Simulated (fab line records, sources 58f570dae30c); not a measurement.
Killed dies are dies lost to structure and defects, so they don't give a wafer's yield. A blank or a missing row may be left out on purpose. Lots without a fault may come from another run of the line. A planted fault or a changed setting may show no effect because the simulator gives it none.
One fault seen from 2 desks | flow berkeley_cmos170 | each desk has only its own numbers; what lay behind them comes last

THE METROLOGY DESK
What the gauges read, lot by lot, whatever tool the lot ran on: means of the sampled wafers that have a number. A lot is out of limits, marked OUT, if its mean lies more than 4 standard deviations from the usual mean; the brackets give that distance.
Columns: A = cd_nm at UCB170_M1_CD_MEAS_09, usual 699.8 nm
lot  | first seen here | A
L564 | day 6 12:34     | 698.6
L565 | day 7 01:31     | 699.4
L567 | day 7 12:32     | 700.7
L566 | day 7 17:10     | 701.5
L570 | day 8 14:01     | 700.4
L572 | day 8 17:53     | 697.3
L571 | day 8 21:58     | 699.8
L573 | day 9 00:07     | 698.9
L575 | day 9 23:53     | 697.1
L576 | day 10 11:50    | 699.6
L577 | day 10 18:53    | 699.8
L582 | day 10 19:16    | 700.8
L584 | day 11 18:08    | 700.7
L586 | day 11 20:31    | 699.6
This desk's finding: nothing out of limits on any of the 14 lots.

THE TOOL OWNER'S DESK: litho_track-02
The tool's own readings at UCB170_PFIELD_DEVELOP_05 (develop time 45 s): means of the sampled wafers that have a number, for each lot that ran on this tool. A lot is out of limits, marked OUT, if its mean lies more than 4 standard deviations from the usual mean; the brackets give that distance.
Columns: A = chill_plate_temp_C at UCB170_PFIELD_DEVELOP_05, usual 23.00 C; B = developer_temp_C at UCB170_PFIELD_DEVELOP_05, usual 20.98 C
lot  | first seen here | A     | B
L567 | day 5 02:00     | 23.00 | 21.03
L570 | day 5 15:00     | 22.95 | 20.94
L571 | day 6 00:00     | 23.02 | 21.09
L572 | day 6 00:00     | 23.05 | 20.95
L573 | day 6 00:00     | 23.11 | 20.99
L584 | day 8 13:00     | 23.03 | 20.91
This desk's finding: nothing out of limits on any of the 6 lots.

PUT TOGETHER
The metrology desk saw nothing out of limits.
The tool owner's desk saw nothing out of limits.

WHAT THE SIMULATOR HAD PUT IN
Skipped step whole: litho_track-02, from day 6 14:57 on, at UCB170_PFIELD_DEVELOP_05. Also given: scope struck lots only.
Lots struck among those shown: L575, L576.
